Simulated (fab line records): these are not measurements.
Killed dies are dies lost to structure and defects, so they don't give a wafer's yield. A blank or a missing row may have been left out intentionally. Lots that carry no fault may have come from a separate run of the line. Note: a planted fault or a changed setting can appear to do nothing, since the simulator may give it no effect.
Which of the tools did it? | flow ritCmos | 14 lots with 42 wafers sampled at 5 steps, on a route of 202 steps

== WHAT EACH GAUGE READ, for each wafer ==
RIT_PRETRO_TW_MEAS_10.
lot  | measured    | on           | PRETRO_TW
L676 | day 2 08:00 | filmMetro-03 | 474.2 476.5 475.5
L677 | day 2 11:58 | filmMetro-01 | 473.1 470.5 471.4
L678 | day 2 19:09 | filmMetro-04 | 473.8 472.6 471.9
L679 | day 3 00:23 | filmMetro-04 | 473.2 471.2 471.3
L680 | day 3 04:49 | filmMetro-03 | 472.6 471.5 474.5
L683 | day 3 19:10 | filmMetro-03 | 472.8 471.8 470.7
L684 | day 4 00:23 | filmMetro-03 | 448.5 448.0 449.4
L685 | day 4 05:22 | filmMetro-03 | 447.5 445.8 451.6
L690 | day 5 08:03 | filmMetro-03 | 473.1 476.1 470.6
L691 | day 5 11:10 | filmMetro-04 | 473.7 474.5 472.9
L692 | day 5 16:59 | filmMetro-03 | 475.6 473.2 472.9
L693 | day 5 20:11 | filmMetro-01 | 474.4 472.0 474.1
L697 | day 6 18:38 | filmMetro-01 | 478.5 473.7 476.2
L699 | day 7 03:28 | filmMetro-03 | 474.4 469.1 472.7

RIT_GATE_CD_MEAS_90 targets a cd of 150 nm.
lot  | measured    | on       | cdNm (nm)
L676 | day 2 13:04 | cdSem-01 | 145.9 147.8 147.2
L677 | day 2 19:29 | cdSem-01 | 155.2 155.4 154.1
L678 | day 3 00:32 | cdSem-01 | 151.5 148.7 150.0
L679 | day 3 05:39 | cdSem-01 | 150.2 149.5 150.7
L680 | day 3 10:03 | cdSem-02 | 149.1 149.4 151.1
L683 | day 4 00:56 | cdSem-02 | 150.6 148.5 146.4
L684 | day 4 05:57 | cdSem-01 | 152.5 152.6 150.2
L685 | day 4 13:49 | cdSem-02 | 152.9 151.5 153.1
L690 | day 5 13:16 | cdSem-01 | 154.5 155.1 155.0
L691 | day 5 17:11 | cdSem-02 | 145.3 146.7 147.1
L692 | day 5 22:20 | cdSem-01 | 152.8 149.3 153.2
L693 | day 6 02:07 | cdSem-02 | 151.4 153.8 153.9
L697 | day 7 00:09 | cdSem-01 | 151.2 149.7 149.9
L699 | day 7 08:50 | cdSem-02 | 149.7 149.8 151.3

RIT_NSD_OVL_MEAS_06.
lot  | measured    | on         | NSD_OVL (nm)
L676 | day 2 22:59 | overlay-01 | 0.3 0.2 1.1
L677 | day 3 05:04 | overlay-02 | 1.8 -0.6 0.6
L678 | day 3 10:17 | overlay-02 | 3.3 1.2 1.8
L679 | day 3 15:04 | overlay-02 | 1.8 1.6 1.7
L680 | day 3 19:44 | overlay-02 | 2.4 2.0 1.0
L683 | day 4 11:18 | overlay-01 | 0.4 -1.1 -0.8
L684 | day 4 15:22 | overlay-02 | 1.0 0.6 0.6
L685 | day 5 01:03 | overlay-01 | -2.2 -3.2 -2.6
L690 | day 5 22:55 | overlay-02 | -3.3 -0.3 -2.2
L691 | day 6 02:36 | overlay-02 | -1.9 -1.2 -1.5
L692 | day 6 08:26 | overlay-02 | -0.2 0.7 -1.3
L693 | day 6 11:58 | overlay-01 | 0.2 -1.0 -1.5
L697 | day 7 09:36 | overlay-02 | 1.3 2.2 2.1
L699 | day 7 18:24 | overlay-01 | -0.3 0.3 -0.1

== WHICH TOOL RAN EACH LOT (tool, then ch and the chambers of the sampled wafers, then the start) ==
lot  | RIT_PWELL_STRIP_09                 | RIT_PRETRO_IMPLANT_08
L676 | plasmaAsher-03 ch 0,1, day 1 22:47 | implanter-01 ch 0, day 2 07:43
L677 | plasmaAsher-03 ch 0,1, day 2 03:22 | implanter-01 ch 0, day 2 11:38
L678 | plasmaAsher-04 ch 0,1, day 2 10:29 | implanter-02 ch 0, day 2 18:49
L679 | plasmaAsher-03 ch 0,1, day 2 14:49 | implanter-02 ch 0, day 3 00:03
L680 | plasmaAsher-02 ch 0,1, day 2 20:05 | implanter-04 ch 0, day 3 04:31
L683 | plasmaAsher-03 ch 0,1, day 3 10:26 | implanter-02 ch 0, day 3 18:52
L684 | plasmaAsher-03 ch 0,1, day 3 15:34 | implanter-02 ch 0, day 4 00:05
L685 | plasmaAsher-03 ch 0,1, day 3 20:12 | implanter-02 ch 0, day 4 05:02
L690 | plasmaAsher-02 ch 0,1, day 4 23:00 | implanter-04 ch 0, day 5 07:46
L691 | plasmaAsher-04 ch 0,1, day 5 01:50 | implanter-04 ch 0, day 5 10:51
L692 | plasmaAsher-03 ch 0,1, day 5 07:58 | implanter-04 ch 0, day 5 16:40
L693 | plasmaAsher-02 ch 0,1, day 5 11:22 | implanter-04 ch 0, day 5 19:52
L697 | plasmaAsher-02 ch 0,1, day 6 09:44 | implanter-04 ch 0, day 6 18:19
L699 | plasmaAsher-02 ch 0,1, day 6 18:46 | implanter-01 ch 0, day 7 03:11
- RIT_PWELL_STRIP_09: strips in O2, time 180 s.
- RIT_PRETRO_IMPLANT_08

== AS READ BY THE TOOLS THEMSELVES (means over the sampled wafers that have a number; for cases with no such wafer, the mark the record gives instead) ==
RIT_PWELL_STRIP_09.
lot  | tool           | drypumpMotorCurrentA (A)
L676 | plasmaAsher-03 | 5.5
L677 | plasmaAsher-03 | 5.1
L678 | plasmaAsher-04 | 5.6
L679 | plasmaAsher-03 | 5.1
L680 | plasmaAsher-02 | 5.4
L683 | plasmaAsher-03 | 5.1
L684 | plasmaAsher-03 | 5.1
L685 | plasmaAsher-03 | 5.5
L690 | plasmaAsher-02 | 5.4
L691 | plasmaAsher-04 | 5.7
L692 | plasmaAsher-03 | 5.1
L693 | plasmaAsher-02 | 5.4
L697 | plasmaAsher-02 | 5.1
L699 | plasmaAsher-02 | 5.4

RIT_PRETRO_IMPLANT_08.
lot  | tool         | doseIonsCm2 | faradayCurrentUA
L676 | implanter-01 | 1.2006e+13  | 38.2
L677 | implanter-01 | 1.1992e+13  | 38.2
L678 | implanter-02 | 1.1992e+13  | 38.7
L679 | implanter-02 | 1.1998e+13  | 38.4
L680 | implanter-04 | 1.1998e+13  | 37.8
L683 | implanter-02 | 1.1989e+13  | 37.9
L684 | implanter-02 | 9.9660e+12  | 31.6
L685 | implanter-02 | 9.9543e+12  | 31.4
L690 | implanter-04 | 1.1979e+13  | 37.6
L691 | implanter-04 | 1.1996e+13  | 37.7
L692 | implanter-04 | 1.2004e+13  | 38.3
L693 | implanter-04 | 1.1998e+13  | 38.4
L697 | implanter-04 | 1.2005e+13  | 38.3
L699 | implanter-01 | 1.2016e+13  | 37.7

== THE ANSWER, worked out from the rows above alone ==
Rule: usual is defined by the lots themselves. The widest of any qualifying gaps counts: lots, ordered by their means at a reading, are off when they make up no more than a third of the lots, leave a main group of 4 or more, and stand apart from it by 3 or more times the standard deviation of that group's means. Not used: any main group whose means are identical at the precision the tables above print for the reading. Also off: a lot with no number at a reading for which 4 or more lots have one. All remaining lots with rows at the step are treated as sound. After the gauges, taken in route order, come the tools' own readings; for these a lot's mean is taken, as printed above. At the first step where some lot is off, the reading lying furthest off is the one used; lots without a number count as furthest.
Off: at RIT_PRETRO_TW_MEAS_10 (PRETRO_TW), L684, L685. For the main group the mean is 473.2 and the standard deviation 1.4.
A tool fits if, at a process step before that reading, it ran every lot that is off, and no sound lot after the first of them. The gauges at RIT_PRETRO_TW_MEAS_10 aren't tried: what is off there is off at RIT_PRETRO_IMPLANT_08 too, on other tools, and a gauge's error can't cause that. One fits: implanter-02 at RIT_PRETRO_IMPLANT_08. A fault onset in the window from L683 (day 3 18:52, its last sound lot) to L684 (day 4 00:05, its first lot off) fits.
The tool's own readings at RIT_PRETRO_IMPLANT_08 bear it out: on the lots that are off they differ by more than 5 times the standard deviation of the sound lots' means. doseIonsCm2 reads 9.9602e+12 there against 1.1998e+13 on the sound lots; faradayCurrentUA reads 31.5 there against 38.1 on the sound lots.

== WHAT THE SIMULATOR HAD INSERTED ==
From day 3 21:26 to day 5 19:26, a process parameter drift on implanter-02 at RIT_PRETRO_IMPLANT_08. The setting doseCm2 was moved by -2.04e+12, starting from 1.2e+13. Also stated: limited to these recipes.
Struck lots among those shown: L684, L685. The rule above reached the same finding.
